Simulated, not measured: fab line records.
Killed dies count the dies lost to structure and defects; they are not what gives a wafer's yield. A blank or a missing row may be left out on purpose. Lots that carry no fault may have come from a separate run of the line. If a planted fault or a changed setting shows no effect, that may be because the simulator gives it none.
A lot that was struck, set against a sound lot    flow rit-cmos    15 steps out of a route of 202
Sound: wafers L778.2, L778.3, L778.4. Wafers struck: L790.2, L790.4, L790.5. The cause is named last.
Each step with rows lists, per side, the tool, then ch with its chambers, then its first start. Under that, the readings that differ: sound wafers    struck wafers    difference of the means    sigmas: that difference in standard deviations of wafers without a fault.
alike: same words and numbers on both sides, and readings whose means sit less than 2 such deviations apart. not compared: any withheld reading, any reading some wafer has no value for, any bound like >300 that may hide the same value, and any number with overlapping values for which the record gives no deviation.
The two part at a step that has a row with sigmas, a row that says differs or no value, or rows on one side only. Numbers that don't overlap but have no deviation are shown without sigmas and don't part them. A reading missing from all wafers of one side parts the sides only when that side holds two or more wafers.

first, 2 steps without rows for these wafers: RIT_NSD_HARDBAKE_07 (time 60 s); RIT_NSD_IMPLANT_08.
RIT_NSD_STRIP_09: strips in O2, time 180 s.
  sound on plasma-asher-03 ch 0,1, day 3 01:20; struck on plasma-asher-01 ch 0,1, day 5 15:58
  alike: drypump-motor-current-A
  not compared: rf-hours-counter-h
RIT_NSD_TW_MEAS_10:
  sound: film-metro-01 at day 3 01:31; struck: film-metro-04 at day 5 16:10
  alike: NSD_TW
then, 6 steps without rows for these wafers: RIT_PSD_HMDS_00 (prime time 60 s); RIT_PSD_COAT_01 (resist thk 1000 nm); RIT_PSD_SOFTBAKE_02 (time 60 s); RIT_PSD_EXPOSE_03 (exposes mask M10, target cd 40900 nm); RIT_PSD_PEB_04; RIT_PSD_DEVELOP_05 (develop time 50 s).
RIT_PSD_OVL_MEAS_06:
  sound: overlay-01 at day 3 02:33; struck: overlay-02 at day 5 17:04
  alike: PSD_OVL
then, 1 step without rows for these wafers: RIT_PSD_HARDBAKE_07 (time 60 s).
RIT_PSD_IMPLANT_08:
  sound on implanter-04 ch 0, day 3 02:46; struck on implanter-02 ch 0, day 5 17:16
reading             sound              struck             difference  sigmas
tilt-deg (degrees)  7.048 7.026 7.011  6.510 6.549 6.518  -0.503      -25
RIT_PSD_STRIP_09: strips in O2, time 180 s.
  sound on plasma-asher-01 ch 0,1, day 3 02:54; struck on plasma-asher-01 ch 0,1, day 5 17:23
  alike: drypump-motor-current-A
  not compared: rf-hours-counter-h
RIT_M1_PROBE_99:
  sound: prober-02 at day 3 11:02; struck: prober-02 at day 6 01:26
  alike: killed-at-front-end, killed-dies, killed-on-rim, killed-open, killed-short

== WHERE THEY PART ==
Only at RIT_PSD_IMPLANT_08, as far as this record shows. Later steps at which nothing parts them and some readings are alike: RIT_PSD_STRIP_09, RIT_M1_PROBE_99.

WHY: what the simulator had put in
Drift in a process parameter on implanter-02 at RIT_PSD_IMPLANT_08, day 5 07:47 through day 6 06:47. A move of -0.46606 in setting tilt-deg, from 7. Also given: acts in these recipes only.
